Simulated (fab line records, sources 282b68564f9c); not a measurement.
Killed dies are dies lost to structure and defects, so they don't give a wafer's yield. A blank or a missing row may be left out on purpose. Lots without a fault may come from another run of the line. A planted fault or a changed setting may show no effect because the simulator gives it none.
fab line records | flow rit_cmos
record lots=14 wafers=42 last_day=8
route steps=202 shown SDANNEAL@156 PSD@157 NSD@158 PLDD@159 NLDD@160
lots that met no fault: from a run of the same line without faults
start_h: hours from the record's first day to the start of the lot's first wafer shown | wait_h: hours since the lot's step before | " the same as in the row above | L1.1+2: a row that stands for several wafers | - no value, or no start given | * or withheld: withheld | < > ~ a bound
route shown NAME@n: a module of which the file shows steps, and the number in the route of the first | usual: mean/standard deviation of fault-free wafers | same: alike in all rows | chamber/n: place in a boat | sites: the reading at each site | _std_site: their standard deviation | _edge_site: outer sites' mean less inner sites' | radius_mm: how far each site lies from the wafer's centre | mask NAME#n: copy n | behind: the tool/chamber that last shaped the wafer | hold: why the lot was held/for how many hours/how that ended | device: the transistor (n, p or np) that didn't switch | end of line: the same wafers' tests at the end of the route | a step without rows: its recipe alone | killed: dies lost to structure and defects at the first sort, not the wafer's yield | map: a wafer's dies, x killed, . not, _ none there
set.NAME: the setting as run; set.NAME@STEP: as run at that earlier step | model.NAME: the simulator's own value behind a step, which no gauge read
steps of the route over a sample of lots; a table a step, a row a wafer
services: from which hour (start_h, from the record's first day; less than 0 if before it) a tool's chamber was out of use, for how many hours, and why
## steps
# step RIT_SDANNEAL_RTA_03
# recipe temp_c=1050 time_s=5 idle_temp_c=600 ramp_up_c_per_s=342 ramp_down_c_per_s=171 cool_to_c=600 ambient=N2
# usual wafer_temp_C_max=1053.4/1.1
# columns lot.wafer tool chamber start_h wait_h wafer_temp_C_max
L859.3 rtp_anneal-01 0 62.02 0.0 1055.0
L859.5 " 0 " " 1055.6
L859.6 " 0 " " 1052.9
L862.2 rtp_anneal-02 0 76.90 0.0 1053.3
L862.3 " 0 " " 1051.7
L862.5 " 0 " " 1054.3
L863.1 rtp_anneal-01 0 77.48 0.0 1054.2
L863.4 " 0 " " 1052.6
L863.6 " 0 " " 1052.5
L864.1 rtp_anneal-02 0 85.11 0.0 1053.7
L864.3 " 0 " " 1053.7
L864.5 " 0 " " 1052.7
L865.1 rtp_anneal-01 0 88.28 0.0 1052.7
L865.2 " 0 " " 1054.1
L865.4 " 0 " " 1053.9
L866.1 rtp_anneal-02 0 93.88 0.0 1050.6
L866.3 " 0 " " 1055.2
L866.6 " 0 " " 1053.8
L867.1 rtp_anneal-01 0 100.47 0.0 1053.7
L867.2 " 0 " " 1052.4
L867.4 " 0 " " 1051.8
L869.3 rtp_anneal-01 0 107.33 0.0 1055.5
L869.4 " 0 " " 1052.6
L869.5 " 0 " " 1052.2
L871.1 rtp_anneal-01 0 115.86 0.0 1051.9
L871.3 " 0 " " 1052.0
L871.4 " 0 " " 1055.5
L874.1 rtp_anneal-02 0 133.59 0.0 1051.7
L874.4 " 0 " " 1052.8
L874.5 " 0 " " 1053.6
L876.1 rtp_anneal-02 0 144.88 0.0 1052.9
L876.4 " 0 " " 1054.3
L876.6 " 0 " " 1058.6
L878.1 rtp_anneal-02 0 153.67 0.0 1052.0
L878.2 " 0 " " 1053.3
L878.3 " 0 " " 1052.0
L880.2 rtp_anneal-02 0 162.49 0.0 1053.9
L880.5 " 0 " " 1054.1
L880.6 " 0 " " 1054.2
L882.1 rtp_anneal-02 0 173.87 0.0 1054.0
L882.2 " 0 " " 1052.2
L882.3 " 0 " " 1052.5
# step RIT_SDANNEAL_RS_MEAS_04
# recipe thk_meas_gauge=four-point-probe
# usual PSD_RS=115.70/0.27
# columns lot.wafer tool chamber start_h wait_h PSD_RS[ohm/sq]
L859.3 film_metro-02 - 62.10 0.1 115.79
L859.5 " - " " 115.43
L859.6 " - " " 115.66
L862.2 film_metro-04 - 76.97 0.1 115.62
L862.3 " - " " 115.50
L862.5 " - " " 115.09
L863.1 film_metro-02 - 77.54 0.0 115.52
L863.4 " - " " 115.50
L863.6 " - " " 115.89
L864.1 film_metro-02 - 85.17 0.0 115.90
L864.3 " - " " 115.73
L864.5 " - " " 115.69
L865.1 film_metro-04 - 88.33 0.0 115.60
L865.2 " - " " 115.59
L865.4 " - " " 115.35
L866.1 film_metro-01 - 93.94 0.0 115.71
L866.3 " - " " 116.10
L866.6 " - " " 115.91
L867.1 film_metro-04 - 100.53 0.0 116.04
L867.2 " - " " 115.94
L867.4 " - " " 116.42
L869.3 film_metro-02 - 107.41 - 72.44
L869.4 " - " " 72.75
L869.5 " - " " 72.45
L871.1 film_metro-02 - 115.91 - 72.59
L871.3 " - " " 72.67
L871.4 " - " " 72.49
L874.1 film_metro-01 - 133.65 0.0 115.77
L874.4 " - " " 115.65
L874.5 " - " " 115.65
L876.1 film_metro-04 - 144.94 0.0 115.37
L876.4 " - " " 115.51
L876.6 " - " " 115.44
L878.1 film_metro-02 - 153.72 0.0 116.30
L878.2 " - " " 115.38
L878.3 " - " " 115.62
L880.2 film_metro-01 - 162.56 0.1 115.65
L880.5 " - " " 115.96
L880.6 " - " " 115.79
L882.1 film_metro-01 - 173.93 0.0 115.58
L882.2 " - " " 115.63
L882.3 " - " " 115.53
# step RIT_SDANNEAL_RS_MEAS_05
# recipe thk_meas_gauge=four-point-probe
# usual NSD_RS=84.4/0.31
# columns lot.wafer tool chamber start_h wait_h NSD_RS[ohm/sq]
L859.3 film_metro-02 - 62.22 0.1 84.4
L859.5 " - " " 84.1
L859.6 " - " " 84.3
L862.2 film_metro-04 - 77.09 0.1 84.4
L862.3 " - " " 84.5
L862.5 " - " " 84.5
L863.1 film_metro-02 - 77.66 0.1 84.6
L863.4 " - " " 84.6
L863.6 " - " " 84.4
L864.1 film_metro-02 - 85.29 0.1 84.6
L864.3 " - " " 84.4
L864.5 " - " " 83.8
L865.1 film_metro-04 - 88.45 0.1 84.0
L865.2 " - " " 84.0
L865.4 " - " " 84.2
L866.1 film_metro-01 - 94.06 0.1 84.9
L866.3 " - " " 84.9
L866.6 " - " " 84.6
L867.1 film_metro-04 - 100.65 0.1 83.9
L867.2 " - " " 84.1
L867.4 " - " " 84.0
L869.3 film_metro-02 - 107.53 0.1 77.8
L869.4 " - " " 77.3
L869.5 " - " " 77.3
L871.1 film_metro-02 - 116.03 0.1 76.7
L871.3 " - " " 76.8
L871.4 " - " " 76.7
L874.1 film_metro-01 - 133.77 0.1 84.9
L874.4 " - " " 84.7
L874.5 " - " " 84.9
L876.1 film_metro-04 - 145.06 0.1 84.2
L876.4 " - " " 84.3
L876.6 " - " " 84.3
L878.1 film_metro-02 - 153.84 0.1 84.6
L878.2 " - " " 84.5
L878.3 " - " " 84.6
L880.2 film_metro-01 - 162.68 0.1 84.6
L880.5 " - " " 84.3
L880.6 " - " " 84.2
L882.1 film_metro-01 - 174.05 0.1 85.1
L882.2 " - " " 84.9
L882.3 " - " " 85.0
# step RIT_SDANNEAL_RS_MEAS_06
# recipe thk_meas_gauge=four-point-probe
# usual PLDD_RS=178.4/0.42
# columns lot.wafer tool chamber start_h wait_h PLDD_RS[ohm/sq]
L859.3 film_metro-02 - 62.34 0.1 179.4
L859.5 " - " " 179.0
L859.6 " - " " 179.3
L862.2 film_metro-04 - 77.21 0.1 178.6
L862.3 " - " " 178.4
L862.5 " - " " 178.0
L863.1 film_metro-02 - 77.78 0.1 179.0
L863.4 " - " " 178.4
L863.6 " - " " 178.8
L864.1 film_metro-02 - 85.41 0.1 178.6
L864.3 " - " " 178.7
L864.5 " - " " 178.4
L865.1 film_metro-04 - 88.57 0.1 178.5
L865.2 " - " " 178.1
L865.4 " - " " 178.2
L866.1 film_metro-01 - 94.18 0.1 178.7
L866.3 " - " " 178.7
L866.6 " - " " 178.5
L867.1 film_metro-04 - 100.77 0.1 178.2
L867.2 " - " " 178.5
L867.4 " - " " 178.7
L869.3 film_metro-02 - 107.65 0.1 141.7
L869.4 " - " " 141.5
L869.5 " - " " 141.6
L871.1 film_metro-02 - 116.15 0.1 140.9
L871.3 " - " " 141.2
L871.4 " - " " 140.7
L874.1 film_metro-01 - 133.89 0.1 178.5
L874.4 " - " " 178.4
L874.5 " - " " 178.2
L876.1 film_metro-04 - 145.18 0.1 178.0
L876.4 " - " " 177.5
L876.6 " - " " 177.7
L878.1 film_metro-02 - 153.96 0.1 178.4
L878.2 " - " " 177.9
L878.3 " - " " 178.2
L880.2 film_metro-01 - 162.80 0.1 179.0
L880.5 " - " " 178.6
L880.6 " - " " 178.3
L882.1 film_metro-01 - 174.17 0.1 177.1
L882.2 " - " " 178.4
L882.3 " - " " 178.0
# step RIT_SDANNEAL_RS_MEAS_07
# recipe thk_meas_gauge=four-point-probe
# usual NLDD_RS=151.5/0.62
# columns lot.wafer tool chamber start_h wait_h NLDD_RS[ohm/sq]
L859.3 film_metro-02 - 62.46 0.1 151.1
L859.5 " - " " 150.7
L859.6 " - " " 150.5
L862.2 film_metro-04 - 77.33 0.1 150.2
L862.3 " - " " 150.8
L862.5 " - " " 150.6
L863.1 film_metro-02 - 77.90 0.1 151.4
L863.4 " - " " 151.8
L863.6 " - " " 152.0
L864.1 film_metro-02 - 85.53 0.1 151.7
L864.3 " - " " 151.4
L864.5 " - " " 151.4
L865.1 film_metro-04 - 88.69 0.1 152.2
L865.2 " - " " 151.6
L865.4 " - " " 151.6
L866.1 film_metro-01 - 94.30 0.1 151.5
L866.3 " - " " 151.6
L866.6 " - " " 151.2
L867.1 film_metro-04 - 100.89 0.1 151.2
L867.2 " - " " 151.1
L867.4 " - " " 151.7
L869.3 film_metro-02 - 107.77 0.1 143.0
L869.4 " - " " 142.7
L869.5 " - " " 142.2
L871.1 film_metro-02 - 116.27 0.1 142.8
L871.3 " - " " 143.0
L871.4 " - " " 143.0
L874.1 film_metro-01 - 134.01 0.1 153.0
L874.4 " - " " 152.5
L874.5 " - " " 152.4
L876.1 film_metro-04 - 145.30 0.1 151.4
L876.4 " - " " 151.7
L876.6 " - " " 151.3
L878.1 film_metro-02 - 154.08 0.1 152.5
L878.2 " - " " 152.3
L878.3 " - " " 152.2
L880.2 film_metro-01 - 162.92 0.1 152.0
L880.5 " - " " 152.7
L880.6 " - " " 152.2
L882.1 film_metro-01 - 174.29 0.1 152.0
L882.2 " - " " 151.6
L882.3 " - " " 152.7
## services
# columns tool chamber start_h hours kind
rtp_anneal-01 - 41.26 4.3 pm
## key
first_sign step=RIT_SDANNEAL_RS_MEAS_04 reading=PSD_RS direction=down sigmas=99+ usual=115.70 struck=72.57
effect step=RIT_SDANNEAL_RS_MEAS_05 reading=NSD_RS direction=down sigmas=23 usual=84.4 struck=77.1
effect step=RIT_SDANNEAL_RS_MEAS_06 reading=PLDD_RS direction=down sigmas=88 usual=178.4 struck=141.3
effect step=RIT_SDANNEAL_RS_MEAS_07 reading=NLDD_RS direction=down sigmas=14 usual=151.5 struck=142.8
met_at RIT_SDANNEAL_RTA_03
struck_lots L869,L871
tester_left_out L869,L871
onset_between 100.47 107.33
fault kind=process_parameter_drift tool=rtp_anneal-01 chamber=- onset_h=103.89 steps=RIT_SDANNEAL_RTA_03 channel=time_s offset=* shape=step end_h=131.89 acts_in=* stated=*
# tester_left_out: of these lots the tester's yield and bins aren't shown, on N5 and GAA mostly nor the transistor test; their killed dies are dies lost to structure and defects alone, not to doping, threshold or leakage, so they don't give the yield
